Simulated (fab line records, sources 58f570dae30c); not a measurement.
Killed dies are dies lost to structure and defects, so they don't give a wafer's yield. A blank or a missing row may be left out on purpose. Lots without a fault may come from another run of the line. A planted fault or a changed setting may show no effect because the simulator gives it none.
Which tool did it? | flow berkeley_cmos170 | 7 lots, 21 wafers sampled, at 2 steps of a route of 331

WHAT THE GAUGES READ, wafer by wafer
UCB170_PFIELD_TW_MEAS_09.
lot  | measured    | on            | PFIELD_TW
L329 | day 4 13:31 | film_metro-01 | 602 602 603
L331 | day 5 04:21 | film_metro-01 | 603 607 603
L333 | day 5 19:10 | film_metro-01 | 604 605 605
L337 | day 6 13:02 | film_metro-01 | 600 601 599
L341 | day 7 15:48 | film_metro-01 | 601 601 600
L343 | day 7 18:41 | film_metro-01 | 603 604 600
L347 | day 8 20:40 | film_metro-01 | 599 600 602

WHICH TOOL RAN EACH LOT (tool, then ch and the chambers of the sampled wafers, then the start)
lot  | UCB170_ZERO_STRIP_07
L329 | plasma_asher-04 ch 0,1, day 2 02:51
L331 | plasma_asher-03 ch 0,1, day 2 13:35
L333 | plasma_asher-03 ch 0,1, day 3 01:25
L337 | plasma_asher-02 ch 0,1, day 3 20:29
L341 | plasma_asher-02 ch 0,1, day 4 19:07
L343 | plasma_asher-04 ch 0,1, day 5 05:07
L347 | plasma_asher-02 ch 0,1, day 6 02:01
- UCB170_ZERO_STRIP_07: strips in O2.

THE ANSWER, worked out from the rows above alone
Rule: what is usual is taken from the lots themselves. Put in order of their means at a reading, lots are off if they are a third of the lots or fewer, leave a main group of 4 or more, and stand apart from it by a gap of 3 or more times the standard deviation of the main group's means; of several such gaps the widest counts. A main group whose means are all the same, to the digits that the tables above print for the reading, isn't used. A lot without any number at a reading at which 4 lots or more have one is off too. The other lots that the step has rows for count as sound.
No lot is off at any reading shown: from this, nothing can be told.

WHAT THE SIMULATOR HAD PUT IN
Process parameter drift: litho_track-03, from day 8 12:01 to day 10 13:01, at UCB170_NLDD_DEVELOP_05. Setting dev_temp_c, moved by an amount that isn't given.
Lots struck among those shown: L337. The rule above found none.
